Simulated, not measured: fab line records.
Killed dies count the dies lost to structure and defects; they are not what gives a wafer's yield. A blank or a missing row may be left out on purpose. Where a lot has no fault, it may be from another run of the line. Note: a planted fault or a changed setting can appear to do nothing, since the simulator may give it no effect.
Which tool did it? :: flow berkeley-cmos170 :: Sampling: 14 lots, 42 wafers, 4 of 331 route steps

== WHAT THE GAUGES READ, wafer by wafer ==
UCB170_WELLDRIVE_THK_MEAS_02.
lot: L146
measured: day 3 18:22
on: film-metro-01
WELLDRIVE_OXIDE_THK (nm): 196 199 196

lot: L147
measured: day 3 18:23
on: film-metro-02
WELLDRIVE_OXIDE_THK (nm): 202 202 201

lot: L149
measured: day 4 08:23
on: film-metro-02
WELLDRIVE_OXIDE_THK (nm): 202 203 203

lot: L150
measured: day 4 08:25
on: film-metro-04
WELLDRIVE_OXIDE_THK (nm): 202 203 200

lot: L151
measured: day 4 13:50
on: film-metro-01
WELLDRIVE_OXIDE_THK (nm): 194 194 193

lot: L154
measured: day 5 05:35
on: film-metro-01
WELLDRIVE_OXIDE_THK (nm): 198 200 198

lot: L153
measured: day 5 05:37
on: film-metro-04
WELLDRIVE_OXIDE_THK (nm): 198 199 201

lot: L155
measured: day 5 21:27
on: film-metro-02
WELLDRIVE_OXIDE_THK (nm): 201 200 204

lot: L157
measured: day 6 00:57
on: film-metro-01
WELLDRIVE_OXIDE_THK (nm): 197 199 196

lot: L162
measured: day 7 03:05
on: film-metro-02
WELLDRIVE_OXIDE_THK (nm): 199 195 199

lot: L164
measured: day 7 03:05
on: film-metro-01
WELLDRIVE_OXIDE_THK (nm): 198 198 195

lot: L165
measured: day 7 15:46
on: film-metro-02
WELLDRIVE_OXIDE_THK (nm): 205 206 205

lot: L168
measured: day 8 03:22
on: film-metro-02
WELLDRIVE_OXIDE_THK (nm): 207 204 204

lot: L166
measured: day 8 03:22
on: film-metro-04
WELLDRIVE_OXIDE_THK (nm): 210 208 203

UCB170_NVT_OVL_MEAS_06.
lot: L146
measured: day 5 14:54
on: overlay-01
NVT_OVL (nm): 6 -1 5

lot: L147
measured: day 5 14:14
on: overlay-01
NVT_OVL (nm): -1 1 7

lot: L149
measured: day 6 12:19
on: overlay-01
NVT_OVL (nm): -5 -17 -14

lot: L150
measured: day 6 12:05
on: overlay-02
NVT_OVL (nm): 16 9 7

lot: L151
measured: day 6 15:33
on: overlay-01
NVT_OVL (nm): 3 -7 -6

lot: L154
measured: day 7 13:21
on: overlay-01
NVT_OVL (nm): -3 -6 -2

lot: L153
measured: day 7 13:29
on: overlay-02
NVT_OVL (nm): 2 -1 -4

lot: L155
measured: day 8 06:43
on: overlay-01
NVT_OVL (nm): 0 5 -2

lot: L157
measured: day 8 07:26
on: overlay-02
NVT_OVL (nm): 2 7 10

lot: L162
measured: day 9 00:40
on: overlay-02
NVT_OVL (nm): 8 2 11

lot: L164
measured: day 9 00:44
on: overlay-02
NVT_OVL (nm): -8 -11 -8

lot: L165
measured: day 9 13:26
on: overlay-02
NVT_OVL (nm): 3 7 2

lot: L168
measured: day 9 18:05
on: overlay-02
NVT_OVL (nm): -4 2 -5

lot: L166
measured: day 9 18:11
on: overlay-01
NVT_OVL (nm): 1 -6 1

== WHAT TOOL EACH LOT RAN ON (gives the tool, then ch and the chambers of the sampled wafers, and finally the start) ==
lot: L146
UCB170_ACTIVE_STRIP_16: plasma-asher-04 ch 0,1, day 4 10:59
UCB170_NVT_SOFTBAKE_02: litho-track-03 ch 0, day 5 13:35

lot: L147
UCB170_ACTIVE_STRIP_16: plasma-asher-04 ch 0,1, day 4 11:19
UCB170_NVT_SOFTBAKE_02: litho-track-02 ch 0, day 5 13:29

lot: L149
UCB170_ACTIVE_STRIP_16: plasma-asher-02 ch 0,1, day 5 02:58
UCB170_NVT_SOFTBAKE_02: litho-track-02 ch 0, day 6 11:28

lot: L150
UCB170_ACTIVE_STRIP_16: plasma-asher-03 ch 0,1, day 5 03:01
UCB170_NVT_SOFTBAKE_02: litho-track-01 ch 0, day 6 11:28

lot: L151
UCB170_ACTIVE_STRIP_16: plasma-asher-04 ch 0,1, day 5 05:53
UCB170_NVT_SOFTBAKE_02: litho-track-02 ch 0, day 6 14:32

lot: L154
UCB170_ACTIVE_STRIP_16: plasma-asher-03 ch 0,1, day 5 20:35
UCB170_NVT_SOFTBAKE_02: litho-track-01 ch 0, day 7 12:34

lot: L153
UCB170_ACTIVE_STRIP_16: plasma-asher-02 ch 0,1, day 5 20:27
UCB170_NVT_SOFTBAKE_02: litho-track-02 ch 0, day 7 12:38

lot: L155
UCB170_ACTIVE_STRIP_16: plasma-asher-03 ch 0,1, day 6 16:12
UCB170_NVT_SOFTBAKE_02: litho-track-02 ch 0, day 8 06:11

lot: L157
UCB170_ACTIVE_STRIP_16: plasma-asher-04 ch 0,1, day 6 16:16
UCB170_NVT_SOFTBAKE_02: litho-track-02 ch 0, day 8 06:38

lot: L162
UCB170_ACTIVE_STRIP_16: plasma-asher-02 ch 0,1, day 7 21:41
UCB170_NVT_SOFTBAKE_02: litho-track-02 ch 0, day 8 22:52

lot: L164
UCB170_ACTIVE_STRIP_16: plasma-asher-03 ch 0,1, day 7 21:44
UCB170_NVT_SOFTBAKE_02: litho-track-01 ch 0, day 8 23:05

lot: L165
UCB170_ACTIVE_STRIP_16: plasma-asher-02 ch 0,1, day 8 08:10
UCB170_NVT_SOFTBAKE_02: litho-track-03 ch 0, day 9 12:34

lot: L168
UCB170_ACTIVE_STRIP_16: plasma-asher-03 ch 0,1, day 8 17:49
UCB170_NVT_SOFTBAKE_02: litho-track-01 ch 0, day 9 16:50

lot: L166
UCB170_ACTIVE_STRIP_16: plasma-asher-02 ch 0, day 8 17:34
UCB170_NVT_SOFTBAKE_02: litho-track-03 ch 0, day 9 16:58
- UCB170_ACTIVE_STRIP_16: strips in O2.
- UCB170_NVT_SOFTBAKE_02: time 60 s.

== AS READ BY THE TOOLS THEMSELVES (means over the sampled wafers that have a number; for cases with no such wafer, the mark the record gives instead) ==
UCB170_ACTIVE_STRIP_16.
lot: L146
tool: plasma-asher-04
drypump-motor-current-A (A): 6.2
oes-product-au (a.u.): 0.724
strip-time-to-endpoint-s (s): 18.20

lot: L147
tool: plasma-asher-04
drypump-motor-current-A (A): 5.8
oes-product-au (a.u.): 0.723
strip-time-to-endpoint-s (s): 18.14

lot: L149
tool: plasma-asher-02
drypump-motor-current-A (A): 6.0
oes-product-au (a.u.): 0.719
strip-time-to-endpoint-s (s): 18.06

lot: L150
tool: plasma-asher-03
drypump-motor-current-A (A): 5.5
oes-product-au (a.u.): 0.723
strip-time-to-endpoint-s (s): 18.05

lot: L151
tool: plasma-asher-04
drypump-motor-current-A (A): 6.1
oes-product-au (a.u.): 0.719
strip-time-to-endpoint-s (s): 18.16

lot: L154
tool: plasma-asher-03
drypump-motor-current-A (A): 5.3
oes-product-au (a.u.): 0.719
strip-time-to-endpoint-s (s): 18.12

lot: L153
tool: plasma-asher-02
drypump-motor-current-A (A): 6.0
oes-product-au (a.u.): 0.727
strip-time-to-endpoint-s (s): 18.09

lot: L155
tool: plasma-asher-03
drypump-motor-current-A (A): 5.3
oes-product-au (a.u.): 0.722
strip-time-to-endpoint-s (s): 18.08

lot: L157
tool: plasma-asher-04
drypump-motor-current-A (A): 6.1
oes-product-au (a.u.): 0.723
strip-time-to-endpoint-s (s): 18.07

lot: L162
tool: plasma-asher-02
drypump-motor-current-A (A): 6.0
oes-product-au (a.u.): 0.719
strip-time-to-endpoint-s (s): 18.19

lot: L164
tool: plasma-asher-03
drypump-motor-current-A (A): 5.3
oes-product-au (a.u.): 0.720
strip-time-to-endpoint-s (s): 18.16

lot: L165
tool: plasma-asher-02
drypump-motor-current-A (A): 6.1
oes-product-au (a.u.): 0.720
strip-time-to-endpoint-s (s): 18.14

lot: L168
tool: plasma-asher-03
drypump-motor-current-A (A): 5.5
oes-product-au (a.u.): 0.727
strip-time-to-endpoint-s (s): 18.10

lot: L166
tool: plasma-asher-02
drypump-motor-current-A (A): 6.2
oes-product-au (a.u.): 0.722
strip-time-to-endpoint-s (s): 18.09

UCB170_NVT_SOFTBAKE_02.
lot: L146
tool: litho-track-03
chill-plate-temp-C (C): 22.85
heater-power-total-W (W): 56.81
plate-temp-C (C): 130.26
resist-line-temp-C (C): 23.00

lot: L147
tool: litho-track-02
chill-plate-temp-C (C): 23.11
heater-power-total-W (W): 56.83
plate-temp-C (C): 130.06
resist-line-temp-C (C): 22.95

lot: L149
tool: litho-track-02
chill-plate-temp-C (C): 22.89
heater-power-total-W (W): 56.81
plate-temp-C (C): 130.07
resist-line-temp-C (C): 22.98

lot: L150
tool: litho-track-01
chill-plate-temp-C (C): 22.94
heater-power-total-W (W): 56.79
plate-temp-C (C): 129.93
resist-line-temp-C (C): 22.98

lot: L151
tool: litho-track-02
chill-plate-temp-C (C): 22.93
heater-power-total-W (W): 56.76
plate-temp-C (C): 129.95
resist-line-temp-C (C): 23.06

lot: L154
tool: litho-track-01
chill-plate-temp-C (C): 23.06
heater-power-total-W (W): 56.79
plate-temp-C (C): 130.26
resist-line-temp-C (C): 23.01

lot: L153
tool: litho-track-02
chill-plate-temp-C (C): 23.02
heater-power-total-W (W): 56.80
plate-temp-C (C): 129.87
resist-line-temp-C (C): 22.87

lot: L155
tool: litho-track-02
chill-plate-temp-C (C): 23.03
heater-power-total-W (W): 56.80
plate-temp-C (C): 130.04
resist-line-temp-C (C): 23.10

lot: L157
tool: litho-track-02
chill-plate-temp-C (C): 22.83
heater-power-total-W (W): 53.24
plate-temp-C (C): 123.74
resist-line-temp-C (C): 22.78

lot: L162
tool: litho-track-02
chill-plate-temp-C (C): 22.79
heater-power-total-W (W): 53.24
plate-temp-C (C): 123.64
resist-line-temp-C (C): 23.04

lot: L164
tool: litho-track-01
chill-plate-temp-C (C): 23.05
heater-power-total-W (W): 56.80
plate-temp-C (C): 130.02
resist-line-temp-C (C): 23.11

lot: L165
tool: litho-track-03
chill-plate-temp-C (C): 22.91
heater-power-total-W (W): 56.78
plate-temp-C (C): 130.00
resist-line-temp-C (C): 22.89

lot: L168
tool: litho-track-01
chill-plate-temp-C (C): 23.01
heater-power-total-W (W): 56.80
plate-temp-C (C): 129.96
resist-line-temp-C (C): 22.84

lot: L166
tool: litho-track-03
chill-plate-temp-C (C): 23.01
heater-power-total-W (W): 56.80
plate-temp-C (C): 130.11
resist-line-temp-C (C): 23.13

== THE ANSWER, worked out from the rows above alone ==
Rule: usual is defined by the lots themselves. Put in order of their means at a reading, lots are off if they are a third of the lots or fewer, leave a main group of 4 or more, and stand apart from it by a gap of 3 or more times the standard deviation of the main group's means; of several such gaps the widest counts. A main group whose means are all the same, to the digits that the tables above print for the reading, isn't used. A lot without any number at a reading at which 4 lots or more have one is off too. Any other lot the step has rows for is counted as sound. The gauges are gone through in route order, then the tools' own readings, and for those a lot's mean is taken as printed above. At the first step where some lot is off, the reading lying furthest off is the one used; lots without a number count as furthest.
Off: L157, L162 (UCB170_NVT_SOFTBAKE_02, heater-power-total-W). The main group: mean 56.80 W, standard deviation 0.016.
If a tool, at that step or one of the process steps before it, ran each lot that is off and ran no sound lot following the first of them, it fits. One fits: UCB170_NVT_SOFTBAKE_02 on litho-track-02. A fault onset in the window from L155 (day 8 06:11, its last sound lot) to L157 (day 8 06:38, its first lot off) fits.
The tool's own readings at UCB170_NVT_SOFTBAKE_02 bear it out: on the lots that are off they differ by more than 5 times the standard deviation of the sound lots' means. heater-power-total-W reads 53.24 W there against 56.80 W on the sound lots; plate-temp-C reads 123.69 C there against 130.04 C on the sound lots.

== WHAT THE SIMULATOR HAD PUT IN ==
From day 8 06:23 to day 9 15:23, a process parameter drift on litho-track-02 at UCB170_NVT_SOFTBAKE_02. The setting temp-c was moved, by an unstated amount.
Struck lots among those shown: L157, L162. The rule above reached the same finding.
